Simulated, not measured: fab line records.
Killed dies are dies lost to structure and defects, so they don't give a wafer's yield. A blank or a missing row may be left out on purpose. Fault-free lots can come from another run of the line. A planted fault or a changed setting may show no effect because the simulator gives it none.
A lot that was struck, set against a sound lot | flow berkeley cmos170 | 16 steps out of a route of 331
Sound: the wafers L661.3, L661.4, L661.5. Struck: wafers L668.1, L668.3, L668.6. At the end, the cause is stated.
Order at every step that has rows: each side's tool, ch and its chambers, its first start. Under that, the readings that differ: sound wafers | struck wafers | difference of the means | sigmas: that difference in standard deviations of wafers without a fault.
alike: readings with means less than 2 such deviations apart, plus words and numbers identical on both sides. not compared: withheld readings, readings lacking a value on some wafer, bounds such as >300 that could conceal the same value, and numbers that have no deviation in the record and whose values overlap.
A row with sigmas, a row that says differs or no value, or rows on one side alone: a step with any of these is where the two part. When numbers do not overlap yet have no deviation, they are printed without sigmas and do not part them. A reading missing from all wafers of one side parts the sides only when that side holds two or more wafers.

first, 3 steps without rows for these wafers: UCB170_PWELL_EXPOSE_10 (exposes mask PWELL, target cd 3000 nm); UCB170_PWELL_PEB_11; UCB170_PWELL_DEVELOP_12 (develop time 45 s).
UCB170_PWELL_OVL_MEAS_13:
  sound on overlay-02 at day 4 09:33; struck on overlay-01 at day 5 11:53
  alike: PWELL_OVL
UCB170_PWELL_ETCH_14: etches Si3N4 in CH3F/Ar/O2, stops on SiO2, target depth 242 nm, time 151 s.
  sound on rie diel-02 ch 0,3, day 4 09:34; struck on rie diel-01 ch 0,1,2, day 5 11:55
  alike: drypump motor current A, oes product au, throttle valve pct
  not compared: rf hours counter h
after that, 1 step had no rows for these wafers: UCB170_PWELL_IMPLANT_15.
UCB170_PWELL_STRIP_16: strips in O2.
  sound on plasma asher-03 ch 0,1, day 4 09:51; struck on plasma asher-04 ch 0,1, day 5 12:10
  alike: drypump motor current A, oes product au, strip time to endpoint s
  not compared: rf hours counter h
UCB170_PWELL_TW_MEAS_17:
  sound on film metro-01 at day 4 09:56; struck on film metro-04 at day 5 12:16
  alike: PWELL_TW
then, 4 steps without rows for these wafers: UCB170_PWELL_CLEAN_18 (cleans in SPM, time 600 s); UCB170_PWELL_WET_ETCH_19 (etches Si3N4 in H3PO4, time 14400 s); UCB170_PWELL_WET_ETCH_20 (etches SiO2 in BOE, time 22 s); UCB170_WELLDRIVE_CLEAN_00 (cleans in SPM, time 600 s).
UCB170_WELLDRIVE_OXIDATION_01: target thk 199 nm, ox time 9000 s.
  sound on furnace-01 ch 0, day 4 18:22; struck on furnace-01 ch 0, day 6 00:56
  reading                                          | sound             | struck          | difference | sigmas
  model.SiO2_of_WELLDRIVE_OXIDATION_01.thk nm (nm) | 204.7 204.3 206.4 | 119.1 117.8 116 | -87.5      |
  alike: ox temp c
UCB170_WELLDRIVE_THK_MEAS_02:
  sound on film metro-02 at day 4 21:53; struck on film metro-02 at day 6 04:26
  reading                  | sound       | struck      | difference | sigmas
  WELLDRIVE_OXIDE_THK (nm) | 205 204 207 | 119 118 116 | -88        | -21
then, 1 step without rows for these wafers: UCB170_WELLDRIVE_ANNEAL_03 (time 900 s).
-- the record jumps here: 5 days lie between the struck wafers' starts before and after (it left off in module WELLDRIVE and takes up again in module M3, whose first step shown is number 331 of the route) --
UCB170_M3_PROBE_99:
  sound on prober-02 at day 10 11:27; struck on prober-02 at day 11 07:48
  reading                              | sound                | struck               | difference | sigmas
  model.etest.nwell pinched.rs ohm sq  | 1277 1284 1282       | 1552 1530 1528       | +256       |
  model.etest.nwell.width nm (nm)      | 2362 2365 2364       | 2502 2510 2489       | +137       |
  model.etest.nwell.rs ohm sq          | 854.9 866.9 868.8    | 921.9 914.8 915.8    | +54.0      |
  model.etest.field p metal.vt v (V)   | -60.9 -61.12 -61.41  | -65.28 -66.17 -65.57 | -4.53      |
  model.etest.field p.vt v (V)         | -22.23 -22.29 -22.04 | -23.48 -23.78 -23.69 | -1.46      |
  model.etest.iso pplus pwell.bv v (V) | 24.79 24.89 24.85    | 26.48 26.51 26.55    | +1.67      |
  model.etest.vpnp.gain                | 11.19 11.39 11.23    | 13.11 13.1 12.96     | +1.79      |
  model.etest.pmos_0p35.swing mv dec   | 75.81 76.25 76.22    | 76.69 76.35 76.42    | +0.39      |

== WHERE THEY PART ==
UCB170_WELLDRIVE_THK_MEAS_02 only, going by this record.

WHY: what had been put in by the simulator
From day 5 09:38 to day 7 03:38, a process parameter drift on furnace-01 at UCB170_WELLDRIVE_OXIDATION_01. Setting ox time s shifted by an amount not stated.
